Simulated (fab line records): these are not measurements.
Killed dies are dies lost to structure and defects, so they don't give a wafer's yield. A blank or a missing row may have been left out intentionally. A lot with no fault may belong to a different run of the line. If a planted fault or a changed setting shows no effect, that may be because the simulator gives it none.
Which of the tools did it? :: flow ritCmos :: Sampling: 13 lots, 39 wafers, 3 of 202 route steps

== WHAT THE GAUGES SHOWED, per wafer ==
RIT_GATE_THK_MEAS_09. Usual: GATE_POLY_THK 249.9 nm, standard deviation 2.1.
lot: L782
measured: day 2 19:20
on: filmMetro-01
GATE_POLY_THK (nm): 252.5 251.0 254.1
flag: 

lot: L783
measured: day 2 23:09
on: filmMetro-04
GATE_POLY_THK (nm): 250.2 250.5 251.4
flag: 

lot: L784
measured: day 2 23:10
on: filmMetro-01
GATE_POLY_THK (nm): 250.3 248.3 249.4
flag: 

lot: L785
measured: day 3 09:05
on: filmMetro-03
GATE_POLY_THK (nm): 252.1 250.1 253.2
flag: 

lot: L786
measured: day 3 13:47
on: filmMetro-03
GATE_POLY_THK (nm): 250.3 248.5 248.4
flag: 

lot: L787
measured: day 3 19:08
on: filmMetro-04
GATE_POLY_THK (nm): 252.3 251.5 251.7
flag: 

lot: L789
measured: day 4 03:35
on: filmMetro-04
GATE_POLY_THK (nm): 251.9 253.4 254.8
flag: 

lot: L794
measured: day 5 04:39
on: filmMetro-04
GATE_POLY_THK (nm): 251.9 250.5 249.9
flag: 

lot: L796
measured: day 5 12:51
on: filmMetro-04
GATE_POLY_THK (nm): 249.7 248.3 249.7
flag: 

lot: L797
measured: day 5 20:53
on: filmMetro-04
GATE_POLY_THK (nm): 249.2 250.2 249.4
flag: 

lot: L800
measured: day 6 08:41
on: filmMetro-04
GATE_POLY_THK (nm): 248.6 247.2 248.2
flag: 

lot: L801
measured: day 6 11:37
on: filmMetro-01
GATE_POLY_THK (nm): 249.7 248.6 246.8
flag: 

lot: L804
measured: day 7 05:51
on: filmMetro-04
GATE_POLY_THK (nm): 247.1 249.3 249.4
flag: 

== TOOL THAT RAN EACH LOT (tool first, then ch and the chambers of the sampled wafers, then the start) ==
lot: L782
RIT_FOX1_WET_ETCH_02: wetBench-02 ch 0, day 1 18:31
RIT_PWELL_STRIP_09: plasmaAsher-04 ch 0,1, day 1 23:46

lot: L783
RIT_FOX1_WET_ETCH_02: wetBench-03 ch 1, day 2 02:10
RIT_PWELL_STRIP_09: plasmaAsher-04 ch 0,1, day 2 08:50

lot: L784
RIT_FOX1_WET_ETCH_02: wetBench-03 ch 1, day 2 03:31
RIT_PWELL_STRIP_09: plasmaAsher-01 ch 0,1, day 2 09:25

lot: L785
RIT_FOX1_WET_ETCH_02: wetBench-01 ch 0, day 2 10:43
RIT_PWELL_STRIP_09: plasmaAsher-04 ch 0,1, day 2 19:44

lot: L786
RIT_FOX1_WET_ETCH_02: wetBench-02 ch 0, day 2 17:28
RIT_PWELL_STRIP_09: plasmaAsher-02 ch 0,1, day 2 22:46

lot: L787
RIT_FOX1_WET_ETCH_02: wetBench-02 ch 1, day 2 23:34
RIT_PWELL_STRIP_09: plasmaAsher-01 ch 0,1, day 3 06:19

lot: L789
RIT_FOX1_WET_ETCH_02: wetBench-03 ch 1, day 3 05:35
RIT_PWELL_STRIP_09: plasmaAsher-01 ch 0,1, day 3 11:16

lot: L794
RIT_FOX1_WET_ETCH_02: wetBench-03 ch 2, day 4 07:40
RIT_PWELL_STRIP_09: plasmaAsher-01 ch 0,1, day 4 13:44

lot: L796
RIT_FOX1_WET_ETCH_02: wetBench-02 ch 1, day 4 16:24
RIT_PWELL_STRIP_09: plasmaAsher-01 ch 0,1, day 4 22:31

lot: L797
RIT_FOX1_WET_ETCH_02: wetBench-02 ch 2, day 4 22:28
RIT_PWELL_STRIP_09: plasmaAsher-04 ch 0,1, day 5 04:47

lot: L800
RIT_FOX1_WET_ETCH_02: wetBench-02 ch 0, day 5 11:44
RIT_PWELL_STRIP_09: plasmaAsher-04 ch 0,1, day 5 16:58

lot: L801
RIT_FOX1_WET_ETCH_02: wetBench-02 ch 3, day 5 17:39
RIT_PWELL_STRIP_09: plasmaAsher-01 ch 1, day 5 23:13

lot: L804
RIT_FOX1_WET_ETCH_02: wetBench-01 ch 0, day 6 09:04
RIT_PWELL_STRIP_09: plasmaAsher-01 ch 0, day 6 14:42
- RIT_FOX1_WET_ETCH_02: etches SiO2 in BOE, target depth 350 nm, time 390 s.
- RIT_PWELL_STRIP_09: strips in O2, time 180 s.

== AS READ BY THE TOOLS THEMSELVES (means over the sampled wafers that have a number; for cases with no such wafer, the mark the record gives instead) ==
RIT_PWELL_STRIP_09. Usual: drypumpMotorCurrentA reads 5.7 A (standard deviation 0.34).
lot: L782
tool: plasmaAsher-04
drypumpMotorCurrentA (A): 5.9
flag: 

lot: L783
tool: plasmaAsher-04
drypumpMotorCurrentA (A): 5.8
flag: 

lot: L784
tool: plasmaAsher-01
drypumpMotorCurrentA (A): 5.5
flag: 

lot: L785
tool: plasmaAsher-04
drypumpMotorCurrentA (A): 6.1
flag: 

lot: L786
tool: plasmaAsher-02
drypumpMotorCurrentA (A): 5.8
flag: 

lot: L787
tool: plasmaAsher-01
drypumpMotorCurrentA (A): 5.6
flag: 

lot: L789
tool: plasmaAsher-01
drypumpMotorCurrentA (A): 5.6
flag: 

lot: L794
tool: plasmaAsher-01
drypumpMotorCurrentA (A): 5.7
flag: 

lot: L796
tool: plasmaAsher-01
drypumpMotorCurrentA (A): 5.4
flag: 

lot: L797
tool: plasmaAsher-04
drypumpMotorCurrentA (A): 6.1
flag: 

lot: L800
tool: plasmaAsher-04
drypumpMotorCurrentA (A): 5.9
flag: 

lot: L801
tool: plasmaAsher-01
drypumpMotorCurrentA (A): 5.4
flag: 

lot: L804
tool: plasmaAsher-01
drypumpMotorCurrentA (A): 5.8
flag: 

== THE ANSWER, worked out from the rows above alone ==
Rule: take the mean of a lot's wafers that have a number; if it is more than 3 standard deviations from the usual mean, the lot is off. A lot without any number at a reading at which 4 lots or more have one is off too. Where the step has rows for the other lots, those lots are counted as sound. Order of review: gauges by route order, followed by the tools' own readings, for which a lot's mean as printed above is used. The first step at which some lot is off is used, and at that step the reading that is off furthest; a lot without a number counts as furthest.
None of the lots is off at any reading shown; this tells nothing.

== WHAT THE SIMULATOR PUT IN ==
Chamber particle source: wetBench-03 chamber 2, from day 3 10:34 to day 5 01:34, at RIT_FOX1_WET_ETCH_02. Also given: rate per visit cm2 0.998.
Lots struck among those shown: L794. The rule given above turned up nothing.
